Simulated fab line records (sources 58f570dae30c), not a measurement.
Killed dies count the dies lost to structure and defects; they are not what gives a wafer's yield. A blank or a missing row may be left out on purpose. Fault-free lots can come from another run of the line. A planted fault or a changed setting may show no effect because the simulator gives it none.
fab line records + flow berkeley-cmos170
record:
- lots: 15
- wafers: 45
- last-day: 13
route steps=331 shown GATE@137
lots that met no fault: from a run of the same line without faults
start-h: the number of hours between the record's first day and the start of the first shown wafer of the lot + wait-h: hours from the lot's prior step to this one + " the same as in the row above + L1.1+2: several wafers, shown together as one row + - value missing, or start not given + * or withheld: withheld + < > ~ a bound
route shown NAME@n: NAME is a module with steps in the file, n the number in the route of the first one + usual: mean/standard deviation taken from wafers without a fault + same: alike in all rows + chamber/n: place in a boat + sites: readings site by site + _std_site: their standard deviation + _edge_site: inner sites' mean taken away from outer sites' mean + radius-mm: how far each site lies from the wafer's centre + mask NAME#n: copy n + behind: tool/chamber where the wafer was last shaped + hold: why the lot was held/for how many hours/how that ended + device: the n, p or np transistor that did not switch + end of line: tests of these same wafers at the route's end + step lacking rows: just its recipe + killed: count of dies lost to structure and defects at first sort (not the wafer's yield) + map: shows each die of a wafer: x if killed, . if not, _ if none is there
set.NAME: the setting the step ran with; set.NAME@STEP: the setting that earlier step ran with + model.NAME: the simulator's own value behind a step, which no gauge read
the route's steps for a sample of lots (tables are steps, rows are wafers)
== steps ==
step: UCB170_GATE_DEVELOP_11
recipe:
- developer: TMAH
- develop-time-s: 45
- resist: KrF
- dev-temp-c: 21
usual:
- chill-plate-temp-C: 22.99/0.11
- develop-time-s: 45/0
| lot.wafer | tool           | chamber | start-h | wait-h | chill-plate-temp-C | develop-time-s |
|-----------|----------------|---------|---------|--------|--------------------|----------------|
| L470.1    | litho-track-04 | 0       | 171     | -      | 22.94              | 45             |
| L470.2    | "              | 0       | "       | "      | 23.07              | 45             |
| L470.4    | "              | 0       | "       | "      | 22.90              | 45             |
| L473.1    | litho-track-04 | 0       | 184     | -      | 22.97              | 45             |
| L473.3    | "              | 0       | "       | "      | 23.11              | 45             |
| L473.4    | "              | 0       | "       | "      | 23.05              | 45             |
| L471.3    | litho-track-02 | 0       | 185     | -      | 22.80              | 45             |
| L471.4    | "              | 0       | "       | "      | 22.88              | 45             |
| L471.5    | "              | 0       | "       | "      | 23.00              | 45             |
| L474.2    | litho-track-02 | 0       | 190     | -      | 23.08              | 45             |
| L474.4    | "              | 0       | "       | "      | 22.99              | 45             |
| L474.6    | "              | 0       | "       | "      | 23.03              | 45             |
| L476.2    | litho-track-02 | -       | 198     | -      | -                  | -              |
| L476.3    | "              | -       | "       | "      | -                  | -              |
| L476.5    | "              | -       | "       | "      | -                  | -              |
| L477.2    | litho-track-02 | -       | 198     | -      | -                  | -              |
| L477.4    | "              | -       | "       | "      | -                  | -              |
| L477.5    | "              | -       | "       | "      | -                  | -              |
| L478.3    | litho-track-02 | -       | 218     | -      | -                  | -              |
| L478.4    | "              | -       | "       | "      | -                  | -              |
| L478.5    | "              | -       | "       | "      | -                  | -              |
| L480.1    | litho-track-04 | 0       | 224     | -      | 22.98              | 45             |
| L480.2    | "              | 0       | "       | "      | 22.86              | 45             |
| L480.6    | "              | 0       | "       | "      | 23.02              | 45             |
| L482.3    | litho-track-02 | 0       | 239     | -      | 23.00              | 45             |
| L482.4    | "              | 0       | "       | "      | 22.90              | 45             |
| L482.6    | "              | 0       | "       | "      | 22.87              | 45             |
| L486.1    | litho-track-02 | 0       | 244     | -      | 22.95              | 45             |
| L486.2    | "              | 0       | "       | "      | 23.09              | 45             |
| L486.5    | "              | 0       | "       | "      | 22.95              | 45             |
| L485.1    | litho-track-04 | 0       | 244     | -      | 23.29              | 45             |
| L485.3    | "              | 0       | "       | "      | 23.14              | 45             |
| L485.5    | "              | 0       | "       | "      | 23.08              | 45             |
| L484.1    | litho-track-02 | 0       | 244     | -      | 22.79              | 45             |
| L484.2    | "              | 0       | "       | "      | 23.01              | 45             |
| L484.5    | "              | 0       | 245     | -      | 22.81              | 45             |
| L487.1    | litho-track-03 | 0       | 250     | -      | 23.04              | 45             |
| L487.4    | "              | 0       | "       | "      | 22.91              | 45             |
| L487.5    | "              | 0       | "       | "      | 23.02              | 45             |
| L489.3    | litho-track-04 | 0       | 278     | -      | 22.86              | 45             |
| L489.4    | "              | 0       | "       | "      | 22.96              | 45             |
| L489.5    | "              | 0       | "       | "      | 22.95              | 45             |
| L490.1    | litho-track-03 | 0       | 278     | -      | 23.00              | 45             |
| L490.2    | "              | 0       | "       | "      | 22.95              | 45             |
| L490.4    | "              | 0       | "       | "      | 22.96              | 45             |
== key ==
first-sign:
- step: UCB170_GATE_DEVELOP_11
- reading: tool-record
- direction: missing
effect none on later readings
met-at UCB170_GATE_DEVELOP_11
struck-lots L476,L477,L478
later-rows-left-out L476.2,L476.3,L476.5,L477.2,L477.4,L477.5,L478.3,L478.4,L478.5
sort-left-out L476.2,L476.3,L476.5,L477.2,L477.4,L477.5,L478.3,L478.4,L478.5
tester-left-out L476,L477,L478
onset-between 190 198
fault:
- kind: skipped-step-whole
- tool: litho-track-02
- chamber: -
- onset-h: 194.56
- steps: UCB170_GATE_DEVELOP_11
- scope: struck-lots-only
tester-left-out: of these lots the tester's yield and bins aren't shown, on N5 and GAA mostly nor the transistor test; their killed dies are dies lost to structure and defects alone, not to doping, threshold or leakage, so they don't give the yield
sort-left-out: the simulated sort isn't trusted on such a fault, so these wafers' sort isn't shown, and their yield isn't known
later-rows-left-out: the simulator's readings of these wafers behind a module that went badly wrong aren't trusted and aren't shown, but for the sort
